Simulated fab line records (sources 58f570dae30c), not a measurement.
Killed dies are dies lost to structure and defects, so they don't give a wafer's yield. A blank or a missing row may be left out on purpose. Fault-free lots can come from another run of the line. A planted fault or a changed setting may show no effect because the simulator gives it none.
Which of the tools did it? | flow berkeley_cmos170 | 42 wafers from 14 lots sampled at 5 of the route's 331 steps

## WHAT THE GAUGES READ, wafer by wafer
UCB170_ACTIVE_THK_MEAS_03.
lot  | measured    | on            | ACTIVE_OXIDE_THK (nm)
L698 | day 3 14:13 | film_metro-02 | 26.1 26.2 26.7
L699 | day 4 00:15 | film_metro-03 | 26.1 26.2 25.7
L700 | day 4 00:15 | film_metro-01 | 25.7 26.4 25.8
L704 | day 4 23:40 | film_metro-02 | 26.4 26.4 26.7
L705 | day 4 23:41 | film_metro-03 | 26.6 26.3 26.5
L706 | day 5 10:52 | film_metro-03 | 26.2 26.8 26.2
L708 | day 5 23:32 | film_metro-03 | 26.1 25.9 26.8
L709 | day 6 08:08 | film_metro-03 | 26.6 26.5 26.9
L710 | day 6 08:08 | film_metro-02 | 27.2 27.6 27.3
L714 | day 7 13:49 | film_metro-02 | 26.1 25.3 26.0
L715 | day 7 13:47 | film_metro-03 | 25.7 25.3 25.6
L717 | day 7 20:21 | film_metro-02 | 26.2 26.3 26.5
L720 | day 8 05:19 | film_metro-03 | 26.5 26.6 26.3
L721 | day 8 05:18 | film_metro-02 | 26.3 26.2 26.5

UCB170_PVT_OVL_MEAS_06.
lot  | measured    | on         | PVT_OVL (nm)
L698 | day 5 04:13 | overlay-01 | -4 -7 -6
L699 | day 5 21:29 | overlay-02 | -1 -6 2
L700 | day 5 20:43 | overlay-01 | 0 4 7
L704 | day 6 20:42 | overlay-01 | -2 -7 -5
L705 | day 6 20:46 | overlay-01 | -6 -9 -5
L706 | day 7 05:02 | overlay-01 | 2 -1 2
L708 | day 7 10:20 | overlay-02 | 4 0 2
L709 | day 8 00:55 | overlay-02 | 1 8 5
L710 | day 8 01:03 | overlay-01 | 2 1 -6
L714 | day 9 00:49 | overlay-02 | 3 3 7
L715 | day 9 01:41 | overlay-01 | 1 -2 -1
L717 | day 9 10:46 | overlay-02 | -4 10 -1
L720 | day 9 20:29 | overlay-02 | 4 3 6
L721 | day 9 19:52 | overlay-02 | 1 2 -4

UCB170_PVT_TW_MEAS_09.
lot  | measured    | on            | PVT_TW
L698 | day 5 04:30 | film_metro-03 | 510 513 510
L699 | day 5 21:47 | film_metro-04 | 496 496 495
L700 | day 5 21:00 | film_metro-04 | 493 493 496
L704 | day 6 20:59 | film_metro-03 | 509 511 511
L705 | day 6 21:04 | film_metro-04 | 503 501 502
L706 | day 7 05:19 | film_metro-03 | 509 510 508
L708 | day 7 10:38 | film_metro-04 | 496 499 496
L709 | day 8 01:13 | film_metro-03 | 508 511 509
L710 | day 8 01:20 | film_metro-01 | 504 505 505
L714 | day 9 01:06 | film_metro-04 | 500 503 503
L715 | day 9 01:58 | film_metro-04 | 454 452 457
L717 | day 9 11:05 | film_metro-03 | 463 463 462
L720 | day 9 20:46 | film_metro-03 | 510 511 509
L721 | day 9 20:10 | film_metro-04 | 502 499 501

## TOOL THAT RAN EACH LOT (tool first, then ch and the chambers of the sampled wafers, then the start)
lot  | UCB170_NWELL_PEB_10              | UCB170_PVT_IMPLANT_07
L698 | litho_track-01 ch 0, day 2 08:51 | implanter-03 ch 0, day 5 04:16
L699 | litho_track-03 ch 0, day 2 14:32 | implanter-03 ch 0, day 5 21:32
L700 | litho_track-01 ch 0, day 2 14:40 | implanter-02 ch 0, day 5 20:45
L704 | litho_track-03 ch 0, day 3 12:05 | implanter-02 ch 0, day 6 20:44
L705 | litho_track-03 ch 0, day 3 14:17 | implanter-03 ch 0, day 6 20:51
L706 | litho_track-01 ch 0, day 3 18:37 | implanter-02 ch 0, day 7 05:04
L708 | litho_track-02 ch 0, day 4 07:31 | implanter-03 ch 0, day 7 10:23
L709 | litho_track-02 ch 0, day 4 13:51 | implanter-02 ch 0, day 8 00:58
L710 | litho_track-02 ch 0, day 4 20:47 | implanter-03 ch 0, day 8 01:06
L714 | litho_track-02 ch 0, day 5 19:04 | implanter-02 ch 0, day 9 00:54
L715 | litho_track-03 ch 0, day 5 23:35 | implanter-03 ch 0, day 9 01:43
L717 | litho_track-03 ch 0, day 6 09:10 | implanter-03 ch 0, day 9 10:48
L720 | litho_track-02 ch 0, day 6 22:12 | implanter-04 ch 0, day 9 20:32
L721 | litho_track-03 ch 0, day 7 00:47 | implanter-04 ch 0, day 9 19:55
- UCB170_NWELL_PEB_10
- UCB170_PVT_IMPLANT_07

## WHAT THE TOOLS THEMSELVES READ (means of the sampled wafers that have a number; where no wafer has one, the mark that the record gives instead)
UCB170_NWELL_PEB_10.
lot  | tool           | plate_sensor_t_centre_C (C) | plate_sensor_t_edge_C (C)
L698 | litho_track-01 | 131.41                      | 131.52
L699 | litho_track-03 | 131.42                      | 131.53
L700 | litho_track-01 | 131.41                      | 131.52
L704 | litho_track-03 | 131.41                      | 131.53
L705 | litho_track-03 | 131.40                      | 131.53
L706 | litho_track-01 | 131.40                      | 131.52
L708 | litho_track-02 | 131.41                      | 131.54
L709 | litho_track-02 | 131.41                      | 131.53
L710 | litho_track-02 | 131.42                      | 131.53
L714 | litho_track-02 | 131.41                      | 131.52
L715 | litho_track-03 | 131.41                      | 131.53
L717 | litho_track-03 | 131.41                      | 131.53
L720 | litho_track-02 | 131.41                      | 131.53
L721 | litho_track-03 | 131.41                      | 131.54

UCB170_PVT_IMPLANT_07.
lot  | tool         | beam_energy_keV
L698 | implanter-03 | 29.999
L699 | implanter-03 | 29.996
L700 | implanter-02 | 29.994
L704 | implanter-02 | 29.999
L705 | implanter-03 | 29.995
L706 | implanter-02 | 29.997
L708 | implanter-03 | 30.006
L709 | implanter-02 | 29.997
L710 | implanter-03 | 30.013
L714 | implanter-02 | 30.007
L715 | implanter-03 | 20.999
L717 | implanter-03 | 20.994
L720 | implanter-04 | 30.001
L721 | implanter-04 | 30.001

## THE ANSWER, worked out from the rows above alone
Rule: what is usual is taken from the lots themselves. Put in order of their means at a reading, lots are off if they are a third of the lots or fewer, leave a main group of 4 or more, and stand apart from it by a gap of 3 or more times the standard deviation of the main group's means; of several such gaps the widest counts. Not used: any main group whose means are identical at the precision the tables above print for the reading. Also off: a lot with no number at a reading for which 4 or more lots have one. Where the step has rows for the other lots, those lots are counted as sound. Order of review: gauges by route order, followed by the tools' own readings, for which a lot's mean as printed above is used. At the first step where some lot is off, the reading lying furthest off is the one used; lots without a number count as furthest.
Off: L715, L717, seen at UCB170_PVT_TW_MEAS_09 (PVT_TW). Main group: mean 504, sd 5.9.
A tool fits if, at a process step before that reading, it ran every lot that is off, and no sound lot after the first of them. The gauges at UCB170_PVT_TW_MEAS_09 aren't tried: what is off there is off at UCB170_PVT_IMPLANT_07 too, on other tools, and a gauge's error can't cause that. One candidate fits, namely implanter-03 at UCB170_PVT_IMPLANT_07. Its last sound lot is L710 (day 8 01:06), its first lot that is off L715 (day 9 01:43): a fault that began between those two fits.
The tool's own readings at UCB170_PVT_IMPLANT_07 bear it out: on the lots that are off they differ by more than 5 times the standard deviation of the sound lots' means. beam_energy_keV reads 20.996 there against 30.000 on the sound lots.

## WHAT HAD BEEN PUT IN BY THE SIMULATOR
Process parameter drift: implanter-03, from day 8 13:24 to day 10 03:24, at UCB170_PVT_IMPLANT_07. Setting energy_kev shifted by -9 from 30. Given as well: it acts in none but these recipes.
Shown lots that were struck: L715, L717. The rule above reached the same finding.
